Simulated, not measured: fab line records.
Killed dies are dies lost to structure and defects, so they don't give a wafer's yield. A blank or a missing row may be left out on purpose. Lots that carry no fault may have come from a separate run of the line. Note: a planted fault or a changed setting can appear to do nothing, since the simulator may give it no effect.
A struck lot beside a sound one / flow ritCmos / 22 out of 202 route steps
Sound: the wafers L135.3, L135.5, L135.6. Wafers struck: L154.2, L154.3, L154.5. The cause is given at the end.
Each step with rows lists, per side, the tool, then ch with its chambers, then its first start. Under that, the readings that differ: sound wafers / struck wafers / difference of the means / sigmas: that difference in standard deviations of wafers without a fault.
alike: readings whose means differ by less than 2 such deviations, and words and numbers that are the same on both sides. not compared: withheld readings, readings that some wafer has no value for, bounds like >300 that may hide the same value, and numbers for which the record gives no deviation and whose values overlap.
A row with sigmas, a row that says differs or no value, or rows on one side alone: a step with any of these is where the two part. Numbers that have no deviation but don't overlap get no sigmas and don't part them. A reading that every wafer of one side lacks parts them only if that side has two wafers or more.

first, 2 steps without rows for these wafers: RIT_NSD_HARDBAKE_07 (time 60 s); RIT_NSD_IMPLANT_08.
RIT_NSD_STRIP_09: strips in O2, time 180 s.
  sound on plasmaAsher-03 ch 0,1, day 3 10:34; struck on plasmaAsher-03 ch 0,1, day 7 12:18
  alike: chamberPressureMTorr, drypumpMotorCurrentA
  not compared: rfHoursCounterH
RIT_NSD_TW_MEAS_10:
  struck on filmMetro-02, day 7 12:29; sound on filmMetro-03, day 3 10:42
  alike: NSD_TW
then, 6 steps without rows for these wafers: RIT_PSD_HMDS_00 (prime time 60 s); RIT_PSD_COAT_01 (resist thk 1000 nm); RIT_PSD_SOFTBAKE_02 (time 60 s); RIT_PSD_EXPOSE_03 (exposes mask M10, target cd 40900 nm); RIT_PSD_PEB_04; RIT_PSD_DEVELOP_05 (develop time 50 s).
RIT_PSD_OVL_MEAS_06:
  struck on overlay-02, day 7 13:23; sound on overlay-01, day 3 11:44
  alike: PSD_OVL
then, 1 step without rows for these wafers: RIT_PSD_HARDBAKE_07 (time 60 s).
RIT_PSD_IMPLANT_08:
  sound on implanter-03 ch 0, day 3 11:58; struck on implanter-03 ch 0, day 7 13:36
reading=beamEnergyKeV; sound=27.005 27.008 27.006; struck=27.592 27.611 27.591; difference=+0.592; sigmas=+79
reading=model.implant.drpNm (nm); sound=12.05 12.05 12.05; struck=12.23 12.23 12.23; difference=+0.18; sigmas=
RIT_PSD_STRIP_09: strips in O2, time 180 s.
  sound on plasmaAsher-04 ch 0,1, day 3 12:07; struck on plasmaAsher-01 ch 0, day 7 13:43
  alike: chamberPressureMTorr, drypumpMotorCurrentA
  not compared: rfHoursCounterH
RIT_PSD_TW_MEAS_10:
  struck on filmMetro-02, day 7 13:55; sound on filmMetro-02, day 3 12:15
  alike: PSD_TW
then, 3 steps without rows for these wafers: RIT_SDANNEAL_CLEAN_00 (cleans in SC1, time 600 s); RIT_SDANNEAL_CLEAN_01 (cleans in dHF, time 30 s); RIT_SDANNEAL_CLEAN_02 (cleans in SC2, time 600 s).
RIT_SDANNEAL_RTA_03: time 5 s.
  sound on rtpAnneal-02 ch 0, day 3 13:05; struck on rtpAnneal-02 ch 0, day 7 14:20
  alike: wafer_temp_C_max
RIT_SDANNEAL_RS_MEAS_04: the measuring method here is four-point-probe.
  struck on filmMetro-02, day 7 14:46; sound on filmMetro-03, day 3 13:10
reading=PSD_RS (ohm/sq); sound=115.91 116.04 116.02; struck=114.59 114.49 114.29; difference=-1.53; sigmas=-6
  not compared: hold
RIT_SDANNEAL_RS_MEAS_05: the measuring method here is four-point-probe.
  struck on filmMetro-02, day 7 16:56; sound on filmMetro-03, day 3 13:17
reading=hold; sound=- - -; struck=awaitDispo/2.1h/release awaitDispo/2.1h/release awaitDispo/2.1h/release; difference=no value on the sound wafers; sigmas=
  alike: NSD_RS
RIT_M1_PROBE_99:
  struck on prober-01, day 8 02:00; sound on prober-02, day 3 20:41
  alike: killedAtContacts, killedAtFrontEnd, killedDies, killedOnRim, killedOpen, killedShort

## WHERE THEY PART
Earliest at RIT_PSD_IMPLANT_08; latest, in this record, at RIT_SDANNEAL_RS_MEAS_05. Later steps at which nothing parts them and some readings are alike: RIT_M1_PROBE_99.

WHY: what had been put in by the simulator
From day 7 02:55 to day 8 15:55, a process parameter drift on implanter-03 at RIT_PSD_IMPLANT_08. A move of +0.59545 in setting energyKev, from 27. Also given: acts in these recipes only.
